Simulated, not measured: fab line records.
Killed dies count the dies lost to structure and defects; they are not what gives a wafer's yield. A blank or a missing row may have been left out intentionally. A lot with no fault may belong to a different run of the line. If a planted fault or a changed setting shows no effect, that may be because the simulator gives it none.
Which tool was responsible?	flow rit cmos	Sampling: 7 lots, 21 wafers, 2 of 202 route steps

## WHAT EACH GAUGE READ, for each wafer
RIT_NLDD_TW_MEAS_10.
lot	measured	on	NLDD_TW
L779	day 3 02:58	film metro-02	2504 2499 2501
L783	day 3 23:43	film metro-04	2474 2489 2469
L785	day 4 10:46	film metro-02	2279 2256 2266
L792	day 5 22:04	film metro-02	2497 2489 2497
L797	day 6 19:28	film metro-03	2445 2428 2452
L799	day 7 06:28	film metro-03	2463 2470 2478
L801	day 7 17:29	film metro-02	2516 2513 2507

## TOOL THAT RAN EACH LOT (tool first, then ch and the chambers of the sampled wafers, then the start)
lot	RIT_NLDD_IMPLANT_08
L779	implanter-04 ch 0, day 3 02:40
L783	implanter-02 ch 0, day 3 23:25
L785	implanter-01 ch 0, day 4 10:27
L792	implanter-04 ch 0, day 5 21:47
L797	implanter-02 ch 0, day 6 19:10
L799	implanter-04 ch 0, day 7 06:08
L801	implanter-01 ch 0, day 7 17:10
- RIT_NLDD_IMPLANT_08

## THE ANSWER, worked out from the rows above alone
Rule: usual is defined by the lots themselves. Put in order of their means at a reading, lots are off if they are a third of the lots or fewer, leave a main group of 4 or more, and stand apart from it by a gap of 3 or more times the standard deviation of the main group's means; of several such gaps the widest counts. A main group whose means are all the same, to the digits that the tables above print for the reading, isn't used. A lot without any number at a reading at which 4 lots or more have one is off too. All remaining lots with rows at the step are treated as sound.
Off: L785, seen at RIT_NLDD_TW_MEAS_10 (NLDD_TW). The main group has a mean of 2483 with a standard deviation of 23.
A tool fits if, at a process step before that reading, it ran every lot that is off, and no sound lot after the first of them. Gauges at RIT_NLDD_TW_MEAS_10: tried the same way as those tools. Of those tried, none fits.

## WHAT THE SIMULATOR HAD PUT IN
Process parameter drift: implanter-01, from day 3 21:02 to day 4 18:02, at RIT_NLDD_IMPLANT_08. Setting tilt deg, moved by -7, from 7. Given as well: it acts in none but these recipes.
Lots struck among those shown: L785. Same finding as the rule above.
